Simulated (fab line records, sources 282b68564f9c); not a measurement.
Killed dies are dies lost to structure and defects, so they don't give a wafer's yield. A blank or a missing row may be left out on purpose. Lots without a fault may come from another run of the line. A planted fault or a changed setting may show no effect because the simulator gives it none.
A struck lot beside a sound one | flow rit_cmos | 22 steps out of a route of 202
Sound: wafers L724.2, L724.4, L724.5. Struck: wafers L737.1, L737.2, L737.4. The cause comes at the end.
At each step with rows: each side's tool, then ch and its chambers, then its first start. Under that, the readings that differ: sound wafers | struck wafers | difference of the means | sigmas: that difference in standard deviations of wafers without a fault.
alike: readings whose means differ by less than 2 such deviations, and words and numbers that are the same on both sides. not compared: withheld readings, readings that some wafer has no value for, bounds like >300 that may hide the same value, and numbers for which the record gives no deviation and whose values overlap.
The two part at a step that has a row with sigmas, a row that says differs or no value, or rows on one side only. Numbers that don't overlap but have no deviation are shown without sigmas and don't part them. A reading that every wafer of one side lacks parts them only if that side has two wafers or more.

first, 2 steps without rows for these wafers: RIT_NSD_HARDBAKE_07 (time 60 s); RIT_NSD_IMPLANT_08.
RIT_NSD_STRIP_09: strips in O2, time 180 s.
  sound on plasma_asher-04 ch 0,1, day 3 15:11; struck on plasma_asher-04 ch 0,1, day 6 07:17
  alike: drypump_motor_current_A, o2_flow_sccm
  not compared: rf_hours_counter_h
RIT_NSD_TW_MEAS_10:
  sound on film_metro-02, day 3 15:22; struck on film_metro-01, day 6 07:27
  alike: NSD_TW
then, 6 steps without rows for these wafers: RIT_PSD_HMDS_00 (prime time 60 s); RIT_PSD_COAT_01 (resist thk 1000 nm); RIT_PSD_SOFTBAKE_02 (time 60 s); RIT_PSD_EXPOSE_03 (exposes mask M10, target cd 40900 nm); RIT_PSD_PEB_04; RIT_PSD_DEVELOP_05 (develop time 50 s).
RIT_PSD_OVL_MEAS_06:
  sound on overlay-01, day 3 16:16; struck on overlay-02, day 6 08:29
  alike: PSD_OVL
then, 1 step without rows for these wafers: RIT_PSD_HARDBAKE_07 (time 60 s).
RIT_PSD_IMPLANT_08:
  sound on implanter-04 ch 0, day 3 16:29; struck on implanter-03 ch 0, day 6 08:41
  reading                   | sound                | struck               | difference | sigmas
  beam_energy_keV           | 26.999 27.004 26.992 | 28.396 28.391 28.375 | +1.389     | +99 or more
  model.implant.rp_nm (nm)  | 22.01 22.01 22.01    | 22.86 22.86 22.86    | +0.85      |
  model.implant.drp_nm (nm) | 12.05 12.05 12.05    | 12.48 12.48 12.48    | +0.43      |
RIT_PSD_STRIP_09: strips in O2, time 180 s.
  sound on plasma_asher-04 ch 0,1, day 3 16:37; struck on plasma_asher-02 ch 0,1, day 6 08:50
  alike: drypump_motor_current_A, o2_flow_sccm
  not compared: rf_hours_counter_h
RIT_PSD_TW_MEAS_10:
  sound on film_metro-04, day 3 16:48; struck on film_metro-02, day 6 09:00
  reading | sound          | struck         | difference | sigmas
  PSD_TW  | 3407 3387 3417 | 3465 3477 3472 | +68        | +2
then, 3 steps without rows for these wafers: RIT_SDANNEAL_CLEAN_00 (cleans in SC1, time 600 s); RIT_SDANNEAL_CLEAN_01 (cleans in dHF, time 30 s); RIT_SDANNEAL_CLEAN_02 (cleans in SC2, time 600 s).
RIT_SDANNEAL_RTA_03: time 5 s.
  sound on rtp_anneal-01 ch 0, day 3 17:14; struck on rtp_anneal-02 ch 0, day 6 09:28
  alike: ramp_down_c_per_s, wafer_temp_C_max
RIT_SDANNEAL_RS_MEAS_04: measures by four-point-probe.
  sound on film_metro-01, day 3 17:18; struck on film_metro-02, day 6 09:31
  reading         | sound                | struck               | difference | sigmas
  PSD_RS (ohm/sq) | 115.73 115.73 115.99 | 113.10 112.92 112.93 | -2.83      | -12
RIT_SDANNEAL_RS_MEAS_05: measures by four-point-probe.
  sound on film_metro-01, day 3 17:25; struck on film_metro-02, day 6 09:38
  alike: NSD_RS
RIT_M1_PROBE_99:
  sound on prober-01, day 4 01:43; struck on prober-02, day 6 18:13
  alike: killed_at_front_end, killed_dies, killed_open, killed_short
  not compared: model.etest.vpnp.gain

WHERE THEY PART
First at RIT_PSD_IMPLANT_08; last, within this record, at RIT_SDANNEAL_RS_MEAS_04. Later steps at which nothing parts them and some readings are alike: RIT_SDANNEAL_RS_MEAS_05, RIT_M1_PROBE_99.

WHY: what the simulator had put in
Process parameter drift: implanter-03, from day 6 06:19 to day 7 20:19, at RIT_PSD_IMPLANT_08. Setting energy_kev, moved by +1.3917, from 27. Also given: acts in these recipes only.
